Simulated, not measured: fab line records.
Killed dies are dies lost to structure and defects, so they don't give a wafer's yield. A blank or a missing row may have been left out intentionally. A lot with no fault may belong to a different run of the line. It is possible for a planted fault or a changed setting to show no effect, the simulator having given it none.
Tool commonality check -- flow rit cmos -- 13 lots, 39 wafers sampled

== WHAT PROMPTED THE OPENING ==
RIT_M1_RS_MEAS_01, reading M1_AL_RS: flagged on 1 of 13 lots. Wafers without a fault read 0.0737 ohm/sq, standard deviation 0.00071.
Rule: a lot is flagged when every wafer of it that has a number lies more than 4 standard deviations from that mean, or none has a number. The other lots count as sound.

lot,measured,on,"M1_AL_RS (ohm/sq), wafer by wafer",flag
L803,day 3 06:46,film metro-03,0.0737 0.0751 0.0739,
L804,day 3 12:34,film metro-03,0.0744 0.0739 0.0744,
L805,day 3 18:50,film metro-03,0.0742 0.0734 0.0742,
L806,day 3 23:35,film metro-02,0.0747 0.0742 0.0753,
L807,day 4 01:39,film metro-04,0.0749 0.0745 0.0751,
L809,day 4 13:18,film metro-02,0.0731 0.0731 0.0735,
L812,day 5 02:15,film metro-03,0.0744 0.0746 0.0742,
L813,day 5 08:16,film metro-02,0.1133 0.1127 0.1126,FLAGGED
L818,day 6 12:26,film metro-02,0.0745 0.0736 0.0743,
L820,day 6 19:23,film metro-02,0.0744 0.0730 0.0739,
L822,day 7 04:44,film metro-04,0.0734 0.0736 0.0740,
L824,day 7 16:25,film metro-03,0.0726 0.0731 0.0729,
L825,day 8 00:34,film metro-03,0.0736 0.0734 0.0730,
The mean of the flagged lots' numbers is 0.1129 ohm/sq, +0.0392 ohm/sq from the usual (+55 standard deviations).

== TOOL THAT RAN EACH LOT ==
The record holds 1 process step before the reading, out of a route of 202 steps. Every cell lists first the tool, next ch and the chambers used by the sampled wafers, and last the start.
lot,flag,RIT_M1_SPUTTER_00
L803,,"pvd sputter-03, day 3 06:25"
L804,,"pvd sputter-04, day 3 12:16"
L805,,"pvd sputter-03, day 3 18:29"
L806,,"pvd sputter-03, day 3 23:17"
L807,,"pvd sputter-04, day 4 01:20"
L809,,"pvd sputter-04, day 4 12:58"
L812,,"pvd sputter-03, day 5 01:55"
L813,FLAGGED,"pvd sputter-04, day 5 07:56"
L818,,"pvd sputter-03, day 6 12:08"
L820,,"pvd sputter-03, day 6 19:05"
L822,,"pvd sputter-03, day 7 04:25"
L824,,"pvd sputter-02, day 7 16:04"
L825,,"pvd sputter-03, day 8 00:16"
These steps, and what they do:
- RIT_M1_SPUTTER_00: material Al, target thk 400 nm, time 500 s.
- RIT_M1_RS_MEAS_01: measures by four-point-probe.

== FLAGGED OVER TOTAL, TOOL BY TOOL (the gauges that took the reading come last) ==
step,tool,lots run,flagged,share of the flagged lots,sound lots run after its first flagged lot
RIT_M1_SPUTTER_00,pvd sputter-02,1,0,none,-
RIT_M1_SPUTTER_00,pvd sputter-03,8,0,none,-
RIT_M1_SPUTTER_00,pvd sputter-04,4,1,all,0
RIT_M1_RS_MEAS_01,film metro-02,5,1,all,"2 (L818,L820)"
RIT_M1_RS_MEAS_01,film metro-03,6,0,none,-
RIT_M1_RS_MEAS_01,film metro-04,2,0,none,-

== WHAT THE TABLE ALLOWS ==
Table rows that saw every flagged lot: 2, namely pvd sputter-04 at RIT_M1_SPUTTER_00 and film metro-02 at RIT_M1_RS_MEAS_01.
- pvd sputter-04 at RIT_M1_SPUTTER_00: 1 of its 4 lots flagged. Last sound lot L809 at day 4 12:58, first flagged lot L813 at day 5 07:56; a fault beginning in between fits.
- film metro-02 at RIT_M1_RS_MEAS_01: 1 of its 5 lots flagged. Lots that were sound ran on it after the first flagged one (L818, L820); a persistent fault on the entire tool would not allow that.
Left over: one tool, pvd sputter-04 at RIT_M1_SPUTTER_00.

== WHAT HAD BEEN PUT IN BY THE SIMULATOR ==
Drift in process parameters on pvd sputter-04 at RIT_M1_SPUTTER_00, starting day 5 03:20. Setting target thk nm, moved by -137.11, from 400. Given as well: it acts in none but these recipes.
Shown lots that were struck: L813. The rule above reached the same finding.
